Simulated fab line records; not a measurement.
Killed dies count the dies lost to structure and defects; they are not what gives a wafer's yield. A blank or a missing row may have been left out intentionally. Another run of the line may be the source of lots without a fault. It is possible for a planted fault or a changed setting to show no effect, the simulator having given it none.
Split-lot trial / flow berkeley_cmos170 / 5 lots, 23 wafers read, on a route of 331 steps

## SPLIT DETAILS
At UCB170_M2_SPUTTER_01 (material Al, target thk 900 nm, time 120 s), the setting power_w was moved away from the recipe's 6000 W on 7 of the 23 wafers read, by -7.8% to +7.3%. The other wafers ran this setting at the recipe's value.

## SPLIT TO READING: what lies between them in the file, 1 step
- UCB170_M2_RS_MEAS_02: measures by four-point-probe

## THE READING
M2_AL_THK, in nm, at UCB170_M2_THK_MEAS_03 (measures by xrf). Typical for fault-free wafers on this fab line: 898 nm, with standard deviation 8.9 nm.

wafer=L077.1; tool, chamber at the split=pvd_sputter-02, -; power_w as run, W=5534; against the recipe=-7.8%; M2_AL_THK, nm=833; against lot-mates on the recipe=-55
wafer=L077.2; tool, chamber at the split=pvd_sputter-02, -; power_w as run, W=6000; against the recipe=recipe; M2_AL_THK, nm=890; against lot-mates on the recipe=-
wafer=L077.4; tool, chamber at the split=pvd_sputter-02, -; power_w as run, W=5534; against the recipe=-7.8%; M2_AL_THK, nm=829; against lot-mates on the recipe=-59
wafer=L077.5; tool, chamber at the split=pvd_sputter-02, -; power_w as run, W=6000; against the recipe=recipe; M2_AL_THK, nm=886; against lot-mates on the recipe=-
wafer=L077.6; tool, chamber at the split=pvd_sputter-02, -; power_w as run, W=6000; against the recipe=recipe; M2_AL_THK, nm=887; against lot-mates on the recipe=-
wafer=L080.1; tool, chamber at the split=pvd_sputter-02, -; power_w as run, W=5659; against the recipe=-5.7%; M2_AL_THK, nm=842; against lot-mates on the recipe=-56
wafer=L080.2; tool, chamber at the split=pvd_sputter-02, -; power_w as run, W=6000; against the recipe=recipe; M2_AL_THK, nm=898; against lot-mates on the recipe=-
wafer=L080.4; tool, chamber at the split=pvd_sputter-02, -; power_w as run, W=6000; against the recipe=recipe; M2_AL_THK, nm=897; against lot-mates on the recipe=-
wafer=L080.5; tool, chamber at the split=pvd_sputter-02, -; power_w as run, W=6000; against the recipe=recipe; M2_AL_THK, nm=900; against lot-mates on the recipe=-
wafer=L080.6; tool, chamber at the split=pvd_sputter-02, -; power_w as run, W=5659; against the recipe=-5.7%; M2_AL_THK, nm=848; against lot-mates on the recipe=-50
wafer=L082.1; tool, chamber at the split=pvd_sputter-02, -; power_w as run, W=6000; against the recipe=recipe; M2_AL_THK, nm=885; against lot-mates on the recipe=-
wafer=L082.3; tool, chamber at the split=pvd_sputter-02, -; power_w as run, W=6437; against the recipe=+7.3%; M2_AL_THK, nm=946; against lot-mates on the recipe=+66
wafer=L082.4; tool, chamber at the split=pvd_sputter-02, -; power_w as run, W=6000; against the recipe=recipe; M2_AL_THK, nm=874; against lot-mates on the recipe=-
wafer=L082.5; tool, chamber at the split=pvd_sputter-02, -; power_w as run, W=6437; against the recipe=+7.3%; M2_AL_THK, nm=940; against lot-mates on the recipe=+60
wafer=L082.6; tool, chamber at the split=pvd_sputter-02, -; power_w as run, W=6437; against the recipe=+7.3%; M2_AL_THK, nm=949; against lot-mates on the recipe=+70
wafer=L085.1; tool, chamber at the split=pvd_sputter-02, -; power_w as run, W=6000; against the recipe=recipe; M2_AL_THK, nm=891; against lot-mates on the recipe=-
wafer=L085.2; tool, chamber at the split=pvd_sputter-02, -; power_w as run, W=6000; against the recipe=recipe; M2_AL_THK, nm=904; against lot-mates on the recipe=-
wafer=L085.3; tool, chamber at the split=pvd_sputter-02, -; power_w as run, W=6000; against the recipe=recipe; M2_AL_THK, nm=905; against lot-mates on the recipe=-
wafer=L085.4; tool, chamber at the split=pvd_sputter-02, -; power_w as run, W=6000; against the recipe=recipe; M2_AL_THK, nm=891; against lot-mates on the recipe=-
wafer=L085.5; tool, chamber at the split=pvd_sputter-02, -; power_w as run, W=6000; against the recipe=recipe; M2_AL_THK, nm=888; against lot-mates on the recipe=-
wafer=L084.1; tool, chamber at the split=pvd_sputter-03, -; power_w as run, W=6000; against the recipe=recipe; M2_AL_THK, nm=910; against lot-mates on the recipe=-
wafer=L084.5; tool, chamber at the split=pvd_sputter-03, -; power_w as run, W=6000; against the recipe=recipe; M2_AL_THK, nm=901; against lot-mates on the recipe=-
wafer=L084.6; tool, chamber at the split=pvd_sputter-03, -; power_w as run, W=6000; against the recipe=recipe; M2_AL_THK, nm=910; against lot-mates on the recipe=-

FIT RESULTS
A straight line over all 23 wafers: M2_AL_THK changes by +7.68 nm for each +1% of power_w; r = +0.96; the points scatter about the line by 9 nm.
The same after taking each lot's own level away (the mean of its wafers on the recipe; 23 wafers): +8.48 nm for each +1%; r = +0.99; scatter 5.8 nm.
According to that fit, moving power_w by its largest amount changes the reading by 66 nm.
Across the lots, their own levels run from 879.5 to 907.0 nm, a range of 3.1 times the standard deviation given above.
The two slopes agree, so the slope changes little with the lot-to-lot level.
Check: with one of the wafers moved furthest among these (-7.8%) left out of the fit, the line predicts -67.8 nm for it against its lot-mates. It came out at -54.7 nm against them.

## THE WHOLE CHAIN: every reading that the file lists as answering this split, in the file's order
step=UCB170_M2_SPUTTER_01; what it does=material Al, target thk 900 nm, time 120 s; reading=Al_of_M2_SPUTTER_01.thk_nm (the simulator's own value, which no gauge read); change (the file's fit)=+8.83 nm for each +1% of the setting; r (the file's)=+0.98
step=UCB170_M2_RS_MEAS_02; what it does=measures by four-point-probe; reading=M2_AL_RS; change (the file's fit)=-0.000323 for each +1% of the setting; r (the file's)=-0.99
step=UCB170_M2_THK_MEAS_03; what it does=measures by xrf; reading=M2_AL_THK; change (the file's fit)=+8.38 for each +1% of the setting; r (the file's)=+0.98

## THE FILE'S OWN FIT
M2_AL_THK changes by +8.38 nm for each +1% of power_w, r = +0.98.
